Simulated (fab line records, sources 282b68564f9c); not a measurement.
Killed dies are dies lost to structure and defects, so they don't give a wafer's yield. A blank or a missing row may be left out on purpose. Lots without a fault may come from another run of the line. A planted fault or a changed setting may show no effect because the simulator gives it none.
Split-lot experiment | flow rit_cmos | 5 lots, 23 wafers read, on a route of 202 steps

THE SPLIT
At RIT_NRETRO_COAT_01 (resist thk 1300 nm), the setting resist_thk_nm was moved away from the recipe's 1300 nm on 5 of the 23 wafers read, by -3.3% to -2.8%. The other wafers ran this setting at the recipe's value.

FROM THE SPLIT TO THE READING: what the file shows between them, 3 steps
- RIT_NRETRO_SOFTBAKE_02: time 60 s
- RIT_NRETRO_EXPOSE_03: exposes mask M4, target cd 43900 nm
- RIT_NRETRO_DEVELOP_05: develop time 68 s

THE READING
NOVOLAK_of_NRETRO_COAT_01.thk_nm (the simulator's own value, which no gauge read), in nm, at RIT_NRETRO_HARDBAKE_07 (time 120 s). The file gives no usual value for it. The 18 wafers here that ran the recipe average 1137 nm, standard deviation 3 nm.

wafer  | tool, chamber at the split | resist_thk_nm as run, nm | against the recipe | NOVOLAK_of_NRETRO_COAT_01.thk_nm, nm | against lot-mates on the recipe
L074.1 | litho_track-01, 0          | 1300                     | recipe             | 1137                                 | -
L074.2 | litho_track-01, 0          | 1300                     | recipe             | 1135                                 | -
L074.3 | litho_track-01, 0          | 1300                     | recipe             | 1136                                 | -
L074.6 | litho_track-01, 0          | 1300                     | recipe             | 1136                                 | -
L074.4 | litho_track-01, 0          | 1300                     | recipe             | 1138                                 | -
L076.1 | litho_track-04, 0          | 1300                     | recipe             | 1133                                 | -
L076.2 | litho_track-04, 0          | 1264                     | -2.8%              | 1100                                 | -31
L076.4 | litho_track-04, 0          | 1300                     | recipe             | 1129                                 | -
L076.5 | litho_track-04, 0          | 1264                     | -2.8%              | 1101                                 | -30
L076.6 | litho_track-04, 0          | 1264                     | -2.8%              | 1103                                 | -28
L078.1 | litho_track-01, 0          | 1300                     | recipe             | 1136                                 | -
L078.2 | litho_track-01, 0          | 1300                     | recipe             | 1136                                 | -
L078.3 | litho_track-01, 0          | 1300                     | recipe             | 1138                                 | -
L079.1 | litho_track-04, 0          | 1300                     | recipe             | 1140                                 | -
L079.5 | litho_track-04, 0          | 1300                     | recipe             | 1140                                 | -
L079.2 | litho_track-04, 0          | 1300                     | recipe             | 1139                                 | -
L079.4 | litho_track-04, 0          | 1300                     | recipe             | 1137                                 | -
L079.6 | litho_track-04, 0          | 1300                     | recipe             | 1143                                 | -
L084.1 | litho_track-04, 0          | 1257                     | -3.3%              | 1100                                 | -39
L084.2 | litho_track-04, 0          | 1300                     | recipe             | 1138                                 | -
L084.6 | litho_track-04, 0          | 1300                     | recipe             | 1138                                 | -
L084.4 | litho_track-04, 0          | 1257                     | -3.3%              | 1102                                 | -37
L084.5 | litho_track-04, 0          | 1300                     | recipe             | 1140                                 | -

THE FIT
A straight line over all 23 wafers: NOVOLAK_of_NRETRO_COAT_01.thk_nm changes by +11.9 nm for each +1% of resist_thk_nm; r = +0.98; the points scatter about the line by 3.2 nm.
The same after taking each lot's own level away (the mean of its wafers on the recipe; 23 wafers): +11.1 nm for each +1%; r = +0.99; scatter 1.5 nm.
On that fit, the largest move of resist_thk_nm shifts the reading by 37 nm.
The lots' own levels span 1131.0 to 1139.8 nm, that is 3.0 times the standard deviation above.
So the lot-to-lot level changes the slope little: the two slopes agree.
Check: with one of the wafers moved furthest among these (-3.3%) left out of the fit, the line predicts -35.8 nm for it against its lot-mates. It came out at -38.7 nm against them.

OTHER SPLITS ON THESE WAFERS
These wafers also went through other splits before the reading. Each is held against what the fit with the lots' levels taken away leaves over:
other split on the same wafers | wafers away from the commonest value | r with NOVOLAK_of_NRETRO_COAT_01.thk_nm (lot level and that fit taken away)
RIT_ACTIVE_OXIDATION_01 temp_c | 15                                   | -0.13
RIT_FOX1_OXIDATION_00 temp_c   | 18                                   | +0.16
RIT_NWELL_COAT_01 spin_rpm     | 6                                    | -0.02

THE WHOLE CHAIN: every reading that the file lists as answering this split, in the file's order
step                   | what it does       | reading                                                                           | change (the file's fit)              | r (the file's)
RIT_NRETRO_COAT_01     | resist thk 1300 nm | NOVOLAK_of_NRETRO_COAT_01.thk_nm (the simulator's own value, which no gauge read) | +12.8 nm for each +1% of the setting | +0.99
RIT_NRETRO_HARDBAKE_07 | time 120 s         | NOVOLAK_of_NRETRO_COAT_01.thk_nm (the simulator's own value, which no gauge read) | +11.1 nm for each +1% of the setting | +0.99

THE FILE'S OWN FIT
NOVOLAK_of_NRETRO_COAT_01.thk_nm changes by +11.1 nm for each +1% of resist_thk_nm, r = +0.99.
